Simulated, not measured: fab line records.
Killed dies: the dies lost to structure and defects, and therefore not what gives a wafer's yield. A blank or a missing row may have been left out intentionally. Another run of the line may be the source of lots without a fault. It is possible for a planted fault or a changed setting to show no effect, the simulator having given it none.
fab line records ; flow ritCmos
record lots=5; wafers=15; lastDay=7
route steps=202 shown PRETRO@72 GATE@75 FOX2@80 M1@202
lots untouched by any fault: they come from a run of this same line in which no faults occurred
startH: start of the lot's first displayed wafer, in hours after the record's first day ; waitH: hours elapsed since this lot's preceding step ; " same as the row above ; L1.1+2: several wafers, shown together as one row ; - no value, or no start given ; * or withheld: withheld ; < > ~ a bound
route shown NAME@n: NAME is a module with steps in the file, n the number in the route of the first one ; usual: mean/standard deviation of fault-free wafers ; same: alike in all rows ; chamber/n: place in a boat ; sites: each site's reading ; _std_site: standard deviation across them ; _edge_site: inner sites' mean taken away from outer sites' mean ; radiusMm: for every site, how far away it sits from the centre of the wafer ; mask NAME#n: copy n ; behind: the most recent tool/chamber to have shaped the wafer ; hold: why the lot was held/for how many hours/how that ended ; device: the n, p or np transistor that did not switch ; end of line: at the end of the route, the tests of the same wafers ; a step given without rows: its recipe and nothing more ; killed: at the first sort, the dies lost to defects and structure; wafer yield is something else ; map: a wafer's dies, x killed, . not, _ none there
set.NAME: the setting the step ran with; set.NAME@STEP: the setting that earlier step ran with ; model.NAME: the simulator's own value behind a step, which no gauge read
a table for each step, a row for each wafer; lots at some steps of the route
services: from which hour (startH, from the record's first day; less than 0 if before it) a tool's chamber was out of use, for how many hours, and why
## steps
# step RIT_PRETRO_IMPLANT_08
# recipe species=B; energyKev=45; doseCm2=1.2e+13; tiltDeg=7
# step RIT_PRETRO_STRIP_09
# recipe chemistry=O2; timeS=180; resist=NOVOLAK; platenTempC=withheld; powerW=500; pressureMtorr=4000; o2FlowSccm=4000
# usual drypumpMotorCurrentA=5.8/0.47
lot.wafer;tool;chamber;startH;waitH;drypumpMotorCurrentA;rfHoursCounterH
L582.3;plasmaAsher-01;1;34.13;0.1;6.3;-
L582.5;plasmaAsher-01;1;34.13;0.1;6.3;-
L582.6;plasmaAsher-01;0;34.13;0.1;5.0;-
L586.1;plasmaAsher-02;1;53.77;0.1;5.9;41
L586.3;plasmaAsher-02;0;53.77;0.1;6.3;-
L586.4;plasmaAsher-02;1;53.77;0.1;5.9;-
L592.3;plasmaAsher-03;0;83.11;0.1;5.9;-
L592.5;plasmaAsher-03;1;83.11;0.1;5.8;-
L592.6;plasmaAsher-03;0;83.11;0.1;5.9;-
L604.1;plasmaAsher-01;1;142.57;0.1;6.2;52
L604.2;plasmaAsher-01;0;142.57;0.1;5.0;52
L604.3;plasmaAsher-01;1;142.57;0.1;6.2;-
L605.2;plasmaAsher-01;0;147.56;0.2;5.0;52
L605.3;plasmaAsher-01;0;147.56;0.2;5.1;-
L605.6;plasmaAsher-01;1;147.56;0.2;6.2;-
# step RIT_PRETRO_TW_MEAS_10
# usual PRETRO_TW=472/3.4
lot.wafer;tool;chamber;startH;waitH;PRETRO_TW
L582.3;filmMetro-04;-;34.27;0.1;481
L582.5;filmMetro-04;-;34.27;0.1;480
L582.6;filmMetro-04;-;34.27;0.1;481
L586.1;filmMetro-01;-;53.94;0.1;470
L586.3;filmMetro-01;-;53.94;0.1;470
L586.4;filmMetro-01;-;53.94;0.1;472
L592.3;filmMetro-02;-;83.24;0.1;474
L592.5;filmMetro-02;-;83.24;0.1;471
L592.6;filmMetro-02;-;83.24;0.1;470
L604.1;filmMetro-02;-;142.74;0.1;471
L604.2;filmMetro-02;-;142.74;0.1;474
L604.3;filmMetro-02;-;142.74;0.1;474
L605.2;filmMetro-01;-;147.74;0.1;471
L605.3;filmMetro-01;-;147.74;0.1;474
L605.6;filmMetro-01;-;147.74;0.1;470
# step RIT_GATE_WET_ETCH_00
# recipe chemistry=BOE; target=SiO2; targetDepthNm=56; timeS=60; dry=n2Spin; dilution=10:1; tempC=21.5
# step RIT_GATE_CLEAN_01
# recipe chemistry=SC1; mix=3:3:50; timeS=600; tempC=75
# step RIT_GATE_CLEAN_02
# recipe chemistry=dHF; dilution=50:1; timeS=30
# step RIT_GATE_CLEAN_03
# recipe chemistry=SC2; mix=3:3:50; timeS=600; tempC=75; dry=n2Spin
# step RIT_GATE_CLEAN_04
# recipe chemistry=dHF; dilution=50:1; timeS=60; dry=n2Spin
# step RIT_FOX2_THK_MEAS_91
# recipe reads=SiO2_of_FOX2_OXIDATION_00
# usual FIELD_OXIDE_LEFT_2_THK=255/7.3
lot.wafer;tool;chamber;startH;waitH;FIELD_OXIDE_LEFT_2_THK[nm]
L582.3;filmMetro-01;-;34.74;0.0;257
L582.5;filmMetro-01;-;34.74;0.0;254
L582.6;filmMetro-01;-;34.74;0.0;248
L586.1;filmMetro-02;-;54.42;0.0;262
L586.3;filmMetro-02;-;54.42;0.0;263
L586.4;filmMetro-02;-;54.42;0.0;260
L592.3;filmMetro-02;-;83.74;0.0;258
L592.5;filmMetro-02;-;83.74;0.0;254
L592.6;filmMetro-02;-;83.74;0.0;254
L604.1;filmMetro-02;-;143.22;0.0;264
L604.2;filmMetro-02;-;143.22;0.0;267
L604.3;filmMetro-02;-;143.22;0.0;264
L605.2;filmMetro-02;-;148.22;0.0;254
L605.3;filmMetro-02;-;148.22;0.0;257
L605.6;filmMetro-02;-;148.22;0.0;257
# step RIT_GATE_OXIDATION_05
# recipe tempC=900; ambient=O2; targetThkA=30; oxTimeS=270
# step RIT_GATE_ANNEAL_06
# recipe tempC=900; timeS=600; ambient=N2O
# step RIT_GATE_THK_MEAS_07
# recipe reads=SiO2_of_GATE_OXIDATION_05
# usual GATE_OXIDE_THK=3.02/0.07
lot.wafer;tool;chamber;startH;waitH;GATE_OXIDE_THK[nm]
L582.3;filmMetro-03;-;37.28;0.0;3.05
L582.5;filmMetro-03;-;37.28;0.0;3.06
L582.6;filmMetro-03;-;37.28;0.0;3.07
L586.1;filmMetro-02;-;57.68;0.0;3.06
L586.3;filmMetro-02;-;57.68;0.0;3.07
L586.4;filmMetro-02;-;57.68;0.0;3.11
L592.3;filmMetro-03;-;87.42;0.0;3.13
L592.5;filmMetro-03;-;87.42;0.0;3.12
L592.6;filmMetro-03;-;87.42;0.0;3.13
L604.1;filmMetro-03;-;147.40;0.0;3.01
L604.2;filmMetro-03;-;147.40;0.0;3.00
L604.3;filmMetro-03;-;147.40;0.0;3.00
L605.2;filmMetro-01;-;150.72;0.0;2.93
L605.3;filmMetro-01;-;150.72;0.0;2.86
L605.6;filmMetro-01;-;150.72;0.0;2.93
# step RIT_GATE_CVD_08
# recipe material=poly-Si; targetThkNm=250; tempC=610; precursor=SiH4; timeS=2220; pressureMtorr=300; sih4FlowSccm=100
lot.wafer;tool;chamber;startH;waitH;model.poly-Si_of_GATE_CVD_08.thkNm
L582.3;lpcvd-01;1;37.32;0.0;246.5
L582.5;lpcvd-01;1;37.32;0.0;243.9
L582.6;lpcvd-01;1;37.32;0.0;245
L586.1;lpcvd-01;0;57.74;0.1;250
L586.3;lpcvd-01;0;57.74;0.1;251.1
L586.4;lpcvd-01;0;57.74;0.1;250.5
L592.3;lpcvd-01;0;87.46;0.0;372.3
L592.5;lpcvd-01;0;87.46;0.0;372.7
L592.6;lpcvd-01;0;87.46;0.0;372.9
L604.1;lpcvd-02;1;147.46;0.1;249.7
L604.2;lpcvd-02;1;147.46;0.1;249.4
L604.3;lpcvd-02;1;147.46;0.1;249.2
L605.2;lpcvd-01;1;150.77;0.0;252.7
L605.3;lpcvd-01;1;150.77;0.0;252.5
L605.6;lpcvd-01;1;150.77;0.0;251.3
# step RIT_GATE_THK_MEAS_09
# recipe reads=poly-Si_of_GATE_CVD_08
# usual GATE_POLY_THK=249.4/2.6
lot.wafer;tool;chamber;startH;waitH;GATE_POLY_THK[nm]
L582.3;filmMetro-01;-;38.95;0.0;246.7
L582.5;filmMetro-01;-;38.95;0.0;244.1
L582.6;filmMetro-01;-;38.95;0.0;245.0
L586.1;filmMetro-02;-;59.35;0.0;250.3
L586.3;filmMetro-02;-;59.35;0.0;251.2
L586.4;filmMetro-02;-;59.35;0.0;250.7
L592.3;filmMetro-02;-;89.10;0.0;372.3
L592.5;filmMetro-02;-;89.10;0.0;372.7
L592.6;filmMetro-02;-;89.10;0.0;372.9
L604.1;filmMetro-02;-;149.08;0.0;249.8
L604.2;filmMetro-02;-;149.08;0.0;249.3
L604.3;filmMetro-02;-;149.08;0.0;249.3
L605.2;filmMetro-02;-;152.40;0.0;252.7
L605.3;filmMetro-02;-;152.40;0.0;252.5
L605.6;filmMetro-02;-;152.40;0.0;251.2
# step RIT_GATE_HMDS_10
# recipe primeTimeS=60; primeTempC=140
# step RIT_GATE_COAT_11
# recipe resist=NOVOLAK; spinRpm=4250; resistThkNm=850
# step RIT_GATE_SOFTBAKE_12
# recipe resist=NOVOLAK; tempC=90; timeS=60
# step RIT_GATE_EXPOSE_13
# recipe maskId=M6; na=0.6; sourceShape=conventional; sigmaOuter=0.6; targetCdNm=150; doseMj=380
# step RIT_GATE_PEB_14
# recipe resist=NOVOLAK; tempC=withheld; timeS=withheld
# step RIT_GATE_DEVELOP_15
# recipe resist=NOVOLAK; developTimeS=50; devTempC=23
# step RIT_GATE_CD_MEAS_16
# recipe targetCdNm=150
# usual cdNm=150.7/2.5
lot.wafer;tool;chamber;startH;waitH;cdNm
L582.3;cdSem-01;-;39.97;-;146.9
L582.5;cdSem-01;-;39.97;-;148.1
L582.6;cdSem-01;-;39.97;-;148.5
L586.1;cdSem-02;-;60.39;-;151.7
L586.3;cdSem-02;-;60.39;-;152.7
L586.4;cdSem-02;-;60.39;-;152.4
L592.3;cdSem-02;-;90.15;-;150.5
L592.5;cdSem-02;-;90.15;-;149.9
L592.6;cdSem-02;-;90.15;-;151.1
L604.1;cdSem-02;-;149.99;-;150.9
L604.2;cdSem-02;-;149.99;-;151.3
L604.3;cdSem-02;-;149.99;-;151.1
L605.2;cdSem-02;-;153.47;-;150.2
L605.3;cdSem-02;-;153.47;-;151.6
L605.6;cdSem-02;-;153.47;-;150.2
# step RIT_GATE_OVL_MEAS_17
# usual GATE_OVL=0.1/1.5
lot.wafer;tool;chamber;startH;waitH;GATE_OVL[nm]
L582.3;overlay-01;-;40.06;0.1;2.0
L582.5;overlay-01;-;40.06;0.1;1.1
L582.6;overlay-01;-;40.06;0.1;1.9
L586.1;overlay-02;-;60.51;0.1;-0.4
L586.3;overlay-02;-;60.51;0.1;-0.7
L586.4;overlay-02;-;60.51;0.1;-0.7
L592.3;overlay-02;-;90.25;0.1;-0.5
L592.5;overlay-02;-;90.25;0.1;-0.4
L592.6;overlay-02;-;90.25;0.1;-2.0
L604.1;overlay-01;-;150.11;0.1;-1.6
L604.2;overlay-01;-;150.11;0.1;-1.8
L604.3;overlay-01;-;150.11;0.1;-1.5
L605.2;overlay-02;-;153.58;0.1;0.2
L605.3;overlay-02;-;153.58;0.1;2.4
L605.6;overlay-02;-;153.58;0.1;0.5
# step RIT_GATE_HARDBAKE_18
# recipe resist=NOVOLAK; tempC=140; timeS=60
# step RIT_GATE_ETCH_19
# recipe chemistry=SF6/CHF3/O2; timeS=165; SF6_flow_sccm=30; CHF3_flow_sccm=30; O2_flow_sccm=5; target=poly-Si; pressureMtorr=40; rfW=160; targetDepthA=3125; overEtchFrac=0.25; stopOn=SiO2
# usual SF6_flow_sccm=30.02/0.091; drypumpMotorCurrentA=5.6/0.4; oesProductAu=0.859/0.014; throttleValvePct=10.25/0.11
lot.wafer;tool;chamber;startH;waitH;SF6_flow_sccm;drypumpMotorCurrentA;oesProductAu;rfHoursCounterH;throttleValvePct;model.GATE.featureDepthNm;model.etch.depthNm
L582.3;rieSi-01;0;40.23;0.1;30.11;6.1;0.828;82;10.29;246.5;246.5
L582.5;rieSi-01;0;40.23;0.1;30.05;6.2;0.827;-;10.28;243.9;243.9
L582.6;rieSi-01;1;40.23;0.1;29.89;5.5;0.837;-;10.11;245;245
L586.1;rieSi-01;3;60.70;0.1;30.16;5.8;0.869;132;10.41;250;250
L586.3;rieSi-01;1;60.70;0.1;30.03;5.5;0.855;159;10.09;251.1;251.1
L586.4;rieSi-01;0;60.70;0.1;29.96;6.1;0.840;82;10.28;250.5;250.5
L592.3;rieSi-01;2;90.42;0.1;30.02;5.8;0.958;1;10.33;297.9;297.9
L592.5;rieSi-01;0;90.42;0.1;30.15;6.1;0.986;-;10.29;309.6;309.6
L592.6;rieSi-01;2;90.42;0.1;30.00;5.8;0.965;-;10.33;298.6;298.6
L604.1;rieSi-01;1;150.30;0.1;30.25;5.5;0.843;0;10.10;249.7;249.7
L604.2;rieSi-01;2;150.30;0.1;30.06;5.8;0.850;2;10.35;249.4;249.4
L604.3;rieSi-01;0;150.30;0.1;29.99;6.1;0.851;83;10.30;249.2;249.2
L605.2;rieSi-02;3;153.77;0.1;29.93;5.0;0.877;2;10.18;252.7;252.7
L605.3;rieSi-02;0;153.77;0.1;30.06;6.2;0.875;100;10.06;252.5;252.5
L605.6;rieSi-02;0;153.77;0.1;29.96;6.2;0.865;-;10.05;251.3;251.3
# step RIT_GATE_STRIP_20
# recipe chemistry=O2; timeS=180; resist=NOVOLAK; platenTempC=withheld; powerW=500; pressureMtorr=4000; o2FlowSccm=4000
# usual drypumpMotorCurrentA=5.8/0.45
lot.wafer;tool;chamber;startH;waitH;drypumpMotorCurrentA;rfHoursCounterH
L582.3;plasmaAsher-04;0;40.40;0.1;6.2;-
L582.5;plasmaAsher-04;1;40.40;0.1;5.5;-
L582.6;plasmaAsher-04;0;40.40;0.1;6.2;-
L586.1;plasmaAsher-03;0;60.80;0.1;5.9;26
L586.3;plasmaAsher-03;0;60.80;0.1;6.0;-
L586.4;plasmaAsher-03;1;60.80;0.1;5.8;-
L592.3;plasmaAsher-04;1;90.59;0.1;5.5;-
L592.5;plasmaAsher-04;0;90.59;0.1;6.2;-
L592.6;plasmaAsher-04;1;90.59;0.1;5.5;-
L604.1;plasmaAsher-03;0;150.40;0.1;5.9;36
L604.2;plasmaAsher-03;1;150.40;0.1;5.8;36
L604.3;plasmaAsher-03;0;150.40;0.1;5.9;-
L605.2;plasmaAsher-01;0;153.87;0.1;5.0;53
L605.3;plasmaAsher-01;0;153.87;0.1;5.1;-
L605.6;plasmaAsher-01;1;153.87;0.1;6.3;-
# step RIT_M1_PROBE_99
# usual killedAtContacts=0.1/0.24; killedAtFrontEnd=7/3.2; killedDies=7/3.2; killedOnRim=1.9/1.4; killedOpen=3.6/2.1; killedShort=3.5/2
# same grossDies=264; killed_at_M0_to_M3=0; killed_at_M4_up=0; killedAtBackSide=0; killedAtOther=0
lot.wafer;tool;chamber;startH;waitH;killedAtContacts;killedAtFrontEnd;killedDies;killedOnRim;killedOpen;killedShort
L586.1;prober-02;-;81.59;0.1;0;6;6;1;4;2
L586.3;prober-02;-;81.69;0.2;0;7;7;3;2;5
L586.4;prober-02;-;81.74;0.2;0;7;7;3;1;6
L592.3;prober-02;-;111.38;0.2;0;264;264;70;3;3
L592.5;prober-02;-;111.48;0.2;0;264;264;70;4;4
L592.6;prober-02;-;111.53;0.2;0;264;264;70;1;8
L604.1;prober-02;-;170.40;0.1;1;10;11;3;3;8
L604.2;prober-02;-;170.45;0.1;0;8;8;2;2;6
L604.3;prober-02;-;170.50;0.2;0;9;9;3;5;4
# killed by level:class
L586.1 GATE:geometricParticle:short=2 FOX1:geometricParticle:open=1 GATE:geometricParticle:open=1 SPACER:geometricParticle:open=1 SILICIDE:geometricParticle:open=1
L586.3 GATE:geometricParticle:short=4 ACTIVE:geometricParticle:open=1 SILICIDE:geometricParticle:short=1 SILICIDE:geometricParticle:open=1
L586.4 SPACER:geometricParticle:short=4 GATE:geometricParticle:short=2 SPACER:geometricParticle:open=1
L592.3 GATE:areaEtch=258 SILICIDE:geometricParticle:open=2 FOX2:geometricParticle:short=1 GATE:geometricParticle:open=1 GATE:geometricParticle:short=1 SILICIDE:geometricParticle:short=1
L592.5 GATE:areaEtch=256 GATE:geometricParticle:open=4 GATE:geometricParticle:short=2 FOX1:geometricParticle:short=1 FOX2:geometricParticle:short=1
L592.6 GATE:areaEtch=255 GATE:geometricParticle:short=3 SPACER:geometricParticle:short=2 FOX1:geometricParticle:short=1 GATE:geometricParticle:open=1 REOX:geometricParticle:short=1 SILICIDE:geometricParticle:short=1
L604.1 FOX1:geometricParticle:short=3 GATE:geometricParticle:short=2 FOX1:geometricParticle:open=1 FOX2:geometricParticle:open=1 FOX2:geometricParticle:short=1 SILICIDE:geometricParticle:open=1 SILICIDE:geometricParticle:short=1 CONTACT:geometricParticle:short=1
L604.2 GATE:geometricParticle:short=3 FOX2:geometricParticle:open=1 FOX2:geometricParticle:short=1 GATE:geometricParticle:open=1 REOX:geometricParticle:short=1 SPACER:geometricParticle:short=1
L604.3 GATE:geometricParticle:short=3 FOX2:geometricParticle:open=2 FOX1:geometricParticle:short=1 FOX1:geometricParticle:open=1 GATE:geometricParticle:open=1 SILICIDE:geometricParticle:open=1
# map L592.3 (x killed, . not)
________xxxxxxx_______
_____xxxxxxxxxxxxx____
____xxxxxxxxxxxxxxx___
___xxxxxxxxxxxxxxxxx__
__xxxxxxxxxxxxxxxxxxx_
__xxxxxxxxxxxxxxxxxxx_
_xxxxxxxxxxxxxxxxxxxxx
_xxxxxxxxxxxxxxxxxxxxx
_xxxxxxxxxxxxxxxxxxxxx
_xxxxxxxxxxxxxxxxxxxxx
__xxxxxxxxxxxxxxxxxxx_
__xxxxxxxxxxxxxxxxxxx_
___xxxxxxxxxxxxxxxxx__
____xxxxxxxxxxxxxxx___
_____xxxxxxxxxxxxx____
________xxxxxxx_______
# map L586.3 (x killed, . not)
________......._______
_____.............____
____...............___
___.................__
__..x................_
__..................._
_.....................
_.....................
_.....................
_.....................
__............x......_
__..............x...._
___.x...............__
____.........x.....___
_____...........x.____
________..x...._______
## services
tool;chamber;startH;hours;kind
rieSi-02;3;10.16;5.8;repair
rieSi-02;0;16.03;3.3;repair
plasmaAsher-03;-;27.07;0.7;repair
plasmaAsher-02;-;33.44;0.7;repair
rieSi-02;3;63.02;0.9;repair
rieSi-01;1;68.24;-;clean
rieSi-01;1;68.24;23.4;scheduledDown
rieSi-01;1;68.24;23.4;ventCycle
lpcvd-01;-;91.45;0.5;repair
rieSi-02;0;92.27;17.3;repair
rieSi-02;3;100.43;4.9;repair
plasmaAsher-04;-;108.75;9.0;pm
plasmaAsher-04;0;108.75;9.0;ventCycle
plasmaAsher-04;1;108.75;9.0;ventCycle
plasmaAsher-03;-;109.64;4.5;repair
plasmaAsher-04;0;117.75;-;clean
plasmaAsher-04;1;117.75;-;clean
rieSi-01;2;122.60;3.7;repair
plasmaAsher-04;-;135.38;1.3;repair
plasmaAsher-04;-;138.57;1.2;repair
## key
firstSign step=RIT_GATE_THK_MEAS_09; reading=GATE_POLY_THK; direction=up; sigmas=47; usual=249.4; struck=372.6
effect step=RIT_GATE_ETCH_19; reading=oesProductAu; direction=up; sigmas=8; usual=0.859; struck=0.969
effect step=RIT_M1_PROBE_99; reading=killedAtFrontEnd; direction=up; sigmas=80; usual=7; struck=264
modelEffect step=RIT_GATE_CVD_08; value=poly-Si_of_GATE_CVD_08.thkNm; without=251.4; struck=372.7
modelEffect step=RIT_GATE_ETCH_19; value=GATE.featureDepthNm; without=251.4; struck=302
moreKillsBornAt RIT_GATE_ETCH_19@rieSi-01=769
metAt RIT_GATE_CVD_08
struckWafers L592.3,L592.5,L592.6
laterRowsLeftOut L592.3,L592.5,L592.6
testerLeftOut L592
onsetBetween 57.74 87.46
alsoFits RIT_PRETRO_STRIP_09:plasmaAsher-03
fault kind=processParameterDrift; tool=lpcvd-01; chamber=0; onsetH=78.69; steps=RIT_GATE_CVD_08; channel=timeS; offset=*; shape=step; endH=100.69; actsIn=*; stated=*
# testerLeftOut: of these lots the tester's yield and bins aren't shown, on N5 and GAA mostly nor the transistor test; their killed dies are dies lost to structure and defects alone, not to doping, threshold or leakage, so they don't give the yield
# laterRowsLeftOut: the simulator's readings of these wafers behind a module that went badly wrong aren't trusted and aren't shown, but for the sort
